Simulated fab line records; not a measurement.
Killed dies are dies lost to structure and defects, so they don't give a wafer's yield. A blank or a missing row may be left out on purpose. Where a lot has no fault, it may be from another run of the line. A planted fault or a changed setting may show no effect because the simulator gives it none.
Check for tools in common | flow berkeleyCmos170 | 14 lots, 42 wafers sampled

== REASON IT WAS OPENED ==
2 of 14 lots carry a flag on the reading NLDD_RS at UCB170_SDANNEAL_RS_MEAS_05. Fault-free wafers read 616.7 ohm/sq, with a standard deviation of 1.8.
Rule: a lot gets a flag if all its wafers with a number sit over 4 standard deviations from that mean, or if no wafer of it has a number. All remaining lots are regarded as sound.

lot  | measured     | on           | NLDD_RS (ohm/sq), wafer by wafer | flag
L163 | day 7 15:23  | filmMetro-03 | 616.8 616.8 616.5                | 
L167 | day 8 22:35  | filmMetro-02 | 617.2 617.4 619.1                | 
L166 | day 8 22:52  | filmMetro-04 | 615.1 617.0 615.5                | 
L164 | day 8 23:03  | filmMetro-03 | 615.3 612.9 614.4                | 
L170 | day 9 03:02  | filmMetro-02 | 617.9 616.7 617.8                | 
L171 | day 9 11:23  | filmMetro-03 | 616.4 617.8 617.3                | 
L173 | day 9 21:37  | filmMetro-02 | 615.6 615.4 614.4                | 
L176 | day 10 09:54 | filmMetro-02 | 613.5 616.3 615.9                | 
L177 | day 11 06:17 | filmMetro-04 | 603.1 603.1 601.6                | FLAGGED
L178 | day 11 06:32 | filmMetro-02 | 617.9 617.5 618.5                | 
L180 | day 12 03:13 | filmMetro-02 | 613.4 616.0 614.3                | 
L179 | day 12 03:16 | filmMetro-03 | 599.1 600.0 601.5                | FLAGGED
L184 | day 13 10:05 | filmMetro-03 | 619.4 619.1 618.6                | 
L186 | day 14 04:08 | filmMetro-03 | 615.8 618.5 618.6                | 
On average the flagged lots' numbers are 601.4 ohm/sq, which is -15.3 ohm/sq against the usual, or -9 standard deviations.

== WHICH TOOL EACH LOT WENT THROUGH ==
The record holds 1 process step before the reading, out of a route of 331 steps. Each cell gives the tool, then ch followed by the chambers the sampled wafers passed through, then the start.
lot  | flag    | UCB170_NLDD_IMPLANT_09
L163 |         | implanter-02 ch 0, day 7 02:45
L167 |         | implanter-02 ch 0, day 8 09:15
L166 |         | implanter-04 ch 0, day 8 10:01
L164 |         | implanter-04 ch 0, day 8 10:38
L170 |         | implanter-02 ch 0, day 8 15:45
L171 |         | implanter-04 ch 0, day 9 00:20
L173 |         | implanter-04 ch 0, day 9 08:44
L176 |         | implanter-02 ch 0, day 9 20:03
L177 | FLAGGED | implanter-04 ch 0, day 10 12:53
L178 |         | implanter-01 ch 0, day 10 13:22
L180 |         | implanter-01 ch 0, day 11 07:53
L179 | FLAGGED | implanter-04 ch 0, day 11 07:02
L184 |         | implanter-01 ch 0, day 12 14:42
L186 |         | implanter-01 ch 0, day 13 10:40
What the steps here do:
- UCB170_NLDD_IMPLANT_09
- UCB170_SDANNEAL_RS_MEAS_05: measures by four-point-probe.

== FLAGGED OVER TOTAL, TOOL BY TOOL (the gauges that took the reading come last) ==
step                       | tool         | lots run | flagged | share of the flagged lots | sound lots run after its first flagged lot
UCB170_NLDD_IMPLANT_09     | implanter-01 | 4        | 0       | none                      | -
UCB170_NLDD_IMPLANT_09     | implanter-02 | 4        | 0       | none                      | -
UCB170_NLDD_IMPLANT_09     | implanter-04 | 6        | 2       | all                       | 0
UCB170_SDANNEAL_RS_MEAS_05 | filmMetro-02 | 6        | 0       | none                      | -
UCB170_SDANNEAL_RS_MEAS_05 | filmMetro-03 | 6        | 1       | some                      | 2 (L184,L186)
UCB170_SDANNEAL_RS_MEAS_05 | filmMetro-04 | 2        | 1       | some                      | 0

== WHAT THE TABLE ALLOWS ==
In the table, 1 row covers all flagged lots: implanter-04 at UCB170_NLDD_IMPLANT_09.
- implanter-04 at UCB170_NLDD_IMPLANT_09 ran 6 lots, 2 of them flagged. A fault beginning between L173 (day 9 08:44), its last sound lot, and L177 (day 10 12:53), its first flagged one, fits the data. Its own readings lie more than 4 standard deviations out on every wafer of the flagged lots: doseIonsCm2.
Left over: one tool, implanter-04 at UCB170_NLDD_IMPLANT_09.

== WHAT THE SIMULATOR PUT IN ==
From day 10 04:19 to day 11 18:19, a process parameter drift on implanter-04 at UCB170_NLDD_IMPLANT_09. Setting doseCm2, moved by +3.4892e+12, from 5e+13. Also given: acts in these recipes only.
Struck lots among those shown: L177, L179. This agrees with what the rule above found.
